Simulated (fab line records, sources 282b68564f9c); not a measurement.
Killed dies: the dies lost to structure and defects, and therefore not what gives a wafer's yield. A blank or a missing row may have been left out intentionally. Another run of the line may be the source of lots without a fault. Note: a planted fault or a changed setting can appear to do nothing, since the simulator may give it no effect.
Which of the tools did it? | flow rit-cmos | 15 lots, 45 wafers sampled, at 1 step of a route of 202

== WHAT EACH GAUGE READ, for each wafer ==
Not one reading of a measure or inspect step in the record can be checked against a usual standard deviation.

== EACH LOT AND THE TOOL THAT RAN IT (in order: tool; ch and the chambers of the sampled wafers; start) ==
lot  | RIT_PWELL_DEVELOP_05
L601 | litho-track-03 ch 0, day 1 22:00
L603 | litho-track-01 ch 0, day 2 07:00
L604 | litho-track-03 ch 0, day 2 13:00
L607 | litho-track-03 ch 0, day 3 04:00
L608 | litho-track-01 ch 0, day 3 09:00
L609 | litho-track-03 ch 0, day 3 14:00
L611 | litho-track-04 ch 0, day 3 23:00
L612 | litho-track-04 ch 0, day 4 04:00
L613 | litho-track-03, day 4 10:00
L614 | litho-track-04, day 4 14:00
L615 | litho-track-03, day 4 19:00
L616 | litho-track-01 ch 0, day 5 03:00
L620 | litho-track-04 ch 0, day 5 22:00
L623 | litho-track-01 ch 0, day 6 11:00
L624 | litho-track-04 ch 0, day 6 16:00
- RIT_PWELL_DEVELOP_05: develop time 68 s.

== AS READ BY THE TOOLS THEMSELVES (means over the sampled wafers that have a number; for cases with no such wafer, the mark the record gives instead) ==
RIT_PWELL_DEVELOP_05. Usual: chill-plate-temp-C reads 23.00 C (standard deviation 0.093).
lot  | tool           | chill-plate-temp-C (C) | flag
L601 | litho-track-03 | 22.95                  |
L603 | litho-track-01 | 23.03                  |
L604 | litho-track-03 | 22.98                  |
L607 | litho-track-03 | 23.00                  |
L608 | litho-track-01 | 22.83                  |
L609 | litho-track-03 | 23.00                  |
L611 | litho-track-04 | 23.03                  |
L612 | litho-track-04 | 23.10                  |
L613 | litho-track-03 | -                      | OFF
L614 | litho-track-04 | -                      | OFF
L615 | litho-track-03 | -                      | OFF
L616 | litho-track-01 | 22.90                  |
L620 | litho-track-04 | 23.02                  |
L623 | litho-track-01 | 22.97                  |
L624 | litho-track-04 | 22.98                  |

== THE ANSWER, worked out from the rows above alone ==
Rule: a lot is off if the mean of its wafers that have a number lies more than 3 standard deviations from the usual mean. Also off: a lot with no number at a reading for which 4 or more lots have one. Any other lot the step has rows for is counted as sound. The gauges are gone through in route order, then the tools' own readings, and for those a lot's mean is taken as printed above. The first step at which some lot is off is used, and at that step the reading that is off furthest; a lot without a number counts as furthest.
Off: L613, L614, L615 (RIT_PWELL_DEVELOP_05, chill-plate-temp-C). Without a number there: L613, L614, L615.
If a tool, at that step or one of the process steps before it, ran each lot that is off and ran no sound lot following the first of them, it fits. No candidate that was tried fits.

== WHAT THE SIMULATOR HAD INSERTED ==
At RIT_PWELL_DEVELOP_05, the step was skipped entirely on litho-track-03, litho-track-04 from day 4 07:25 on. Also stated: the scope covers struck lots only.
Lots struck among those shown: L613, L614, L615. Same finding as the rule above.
